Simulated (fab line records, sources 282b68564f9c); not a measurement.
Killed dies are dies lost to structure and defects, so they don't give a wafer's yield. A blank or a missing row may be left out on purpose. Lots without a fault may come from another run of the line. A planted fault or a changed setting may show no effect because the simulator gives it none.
Which tool did it? | flow rit_cmos | 6 lots, 18 wafers sampled, at 3 steps of a route of 202

WHAT THE GAUGES READ, wafer by wafer
RIT_SILICIDE_RS_MEAS_02: measures by four-point-probe.
lot  | measured    | on            | SILICIDE_TI_RS (ohm/sq)
L684 | day 3 18:04 | film_metro-03 | 53.4 53.7 53.3
L687 | day 4 04:25 | film_metro-04 | 51.6 51.9 51.5
L690 | day 4 18:47 | film_metro-01 | 53.7 53.6 53.4
L694 | day 5 13:28 | film_metro-04 | 53.4 53.2 53.9
L698 | day 6 11:16 | film_metro-04 | 52.2 51.9 51.9
L704 | day 7 17:03 | film_metro-01 | 52.9 52.9 52.7

WHICH TOOL RAN EACH LOT (tool, then ch and the chambers of the sampled wafers, then the start)
lot  | RIT_NSD_STRIP_09                    | RIT_SILICIDE_SPUTTER_01
L684 | plasma_asher-01 ch 0,1, day 3 15:20 | pvd_sputter-04, day 3 17:55
L687 | plasma_asher-04 ch 0,1, day 4 01:33 | pvd_sputter-03, day 4 04:12
L690 | plasma_asher-04 ch 0,1, day 4 16:03 | pvd_sputter-04, day 4 18:38
L694 | plasma_asher-02 ch 0, day 5 10:44   | pvd_sputter-04, day 5 13:18
L698 | plasma_asher-02 ch 0,1, day 6 08:31 | pvd_sputter-04, day 6 11:06
L704 | plasma_asher-02 ch 0,1, day 7 14:18 | pvd_sputter-03, day 7 16:53
- RIT_NSD_STRIP_09: strips in O2, time 180 s.
- RIT_SILICIDE_SPUTTER_01: material Ti, target thk 30 nm, time 240 s.

THE ANSWER, worked out from the rows above alone
Rule: what is usual is taken from the lots themselves. Put in order of their means at a reading, lots are off if they are a third of the lots or fewer, leave a main group of 4 or more, and stand apart from it by a gap of 3 or more times the standard deviation of the main group's means; of several such gaps the widest counts. A main group whose means are all the same, to the digits that the tables above print for the reading, isn't used. A lot without any number at a reading at which 4 lots or more have one is off too. The other lots that the step has rows for count as sound.
No lot is off at any reading shown: from this, nothing can be told.

WHAT THE SIMULATOR HAD PUT IN
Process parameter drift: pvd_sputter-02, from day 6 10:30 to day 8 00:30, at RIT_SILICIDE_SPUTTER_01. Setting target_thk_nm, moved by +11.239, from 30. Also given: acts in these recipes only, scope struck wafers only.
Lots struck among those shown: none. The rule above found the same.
